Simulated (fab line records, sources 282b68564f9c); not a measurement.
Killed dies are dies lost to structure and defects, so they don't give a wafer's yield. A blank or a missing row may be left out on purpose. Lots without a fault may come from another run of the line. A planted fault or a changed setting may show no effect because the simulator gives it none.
A struck lot beside a sound one | flow rit_cmos | 18 steps out of a route of 202
Sound: wafers L789.1, L789.2, L789.3. Struck: wafers L805.1, L805.3, L805.4. The cause comes at the end.
At each step with rows: each side's tool, then ch and its chambers, then its first start. Under that, the readings that differ: sound wafers | struck wafers | difference of the means | sigmas: that difference in standard deviations of wafers without a fault.
alike: readings whose means differ by less than 2 such deviations, and words and numbers that are the same on both sides. not compared: withheld readings, readings that some wafer has no value for, bounds like >300 that may hide the same value, and numbers for which the record gives no deviation and whose values overlap.
The two part at a step that has a row with sigmas, a row that says differs or no value, or rows on one side only. Numbers that don't overlap but have no deviation are shown without sigmas and don't part them. A reading that every wafer of one side lacks parts them only if that side has two wafers or more.

first, 2 steps without rows for these wafers: RIT_PWELL_PEB_04; RIT_PWELL_DEVELOP_05 (develop time 68 s).
RIT_PWELL_OVL_MEAS_06:
  sound on overlay-01, day 2 13:02; struck on overlay-02, day 5 17:22
  alike: PWELL_OVL
then, 2 steps without rows for these wafers: RIT_PWELL_HARDBAKE_07 (time 120 s); RIT_PWELL_IMPLANT_08.
RIT_PWELL_STRIP_09: strips in O2, time 180 s.
  sound on plasma_asher-03 ch 0,1, day 2 13:28; struck on plasma_asher-01 ch 0,1, day 5 17:49
  alike: drypump_motor_current_A
  not compared: rf_hours_counter_h
RIT_PWELL_TW_MEAS_10:
  sound on film_metro-04, day 2 13:38; struck on film_metro-03, day 5 17:59
  alike: PWELL_TW
then, 1 step without rows for these wafers: RIT_WELLDRIVE_ANNEAL_00 (time 14700 s).
RIT_WELLDRIVE_RS_MEAS_01: measures by four-point-probe.
  sound on film_metro-04, day 2 18:47; struck on film_metro-03, day 5 23:07
  alike: NWELL_RS
RIT_WELLDRIVE_RS_MEAS_02: measures by four-point-probe.
  sound on film_metro-04, day 2 18:55; struck on film_metro-03, day 5 23:14
  alike: PWELL_RS
then, 2 steps without rows for these wafers: RIT_NRETRO_HMDS_00 (prime time 60 s); RIT_NRETRO_COAT_01 (resist thk 1300 nm).
RIT_NRETRO_SOFTBAKE_02: time 60 s.
  sound on litho_track-04 ch 0, day 2 19:20; struck on litho_track-04 ch 0, day 5 23:40
  reading                  | sound             | struck            | difference | sigmas
  heater_power_total_W (W) | 34.54 34.60 34.57 | 32.35 32.42 32.30 | -2.21      | -43
  plate_temp_C (C)         | 89.87 89.81 90.24 | 85.96 85.85 85.93 | -4.06      | -31
then, 2 steps without rows for these wafers: RIT_NRETRO_EXPOSE_03 (exposes mask M4, target cd 43900 nm); RIT_NRETRO_PEB_04.
RIT_NRETRO_DEVELOP_05: develop time 68 s.
  sound on litho_track-04 ch 0; struck on litho_track-04 ch 0
  reading                                     | sound          | struck         | difference | sigmas
  model.NOVOLAK_of_NRETRO_COAT_01.thk_nm (nm) | 1303 1305 1304 | 1313 1314 1318 | +11        |
RIT_NRETRO_OVL_MEAS_06:
  sound on overlay-01, day 2 19:55; struck on overlay-02, day 6 00:31
  alike: NRETRO_OVL
RIT_M1_PROBE_99:
  sound on prober-01, day 4 04:59; struck on prober-01, day 7 09:11
  reading      | sound   | struck | difference | sigmas
  killed_dies  | 10 19 7 | 4 5 7  | -7         | -2
  killed_short | 7 12 3  | 1 5 1  | -5         | -2
  alike: killed_at_contacts, killed_at_front_end, killed_on_rim, killed_open

WHERE THEY PART
First at RIT_NRETRO_SOFTBAKE_02; last, within this record, at RIT_M1_PROBE_99.

WHY: what the simulator had put in
Process parameter drift: litho_track-04, from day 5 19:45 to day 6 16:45, at RIT_NRETRO_SOFTBAKE_02. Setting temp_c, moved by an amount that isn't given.
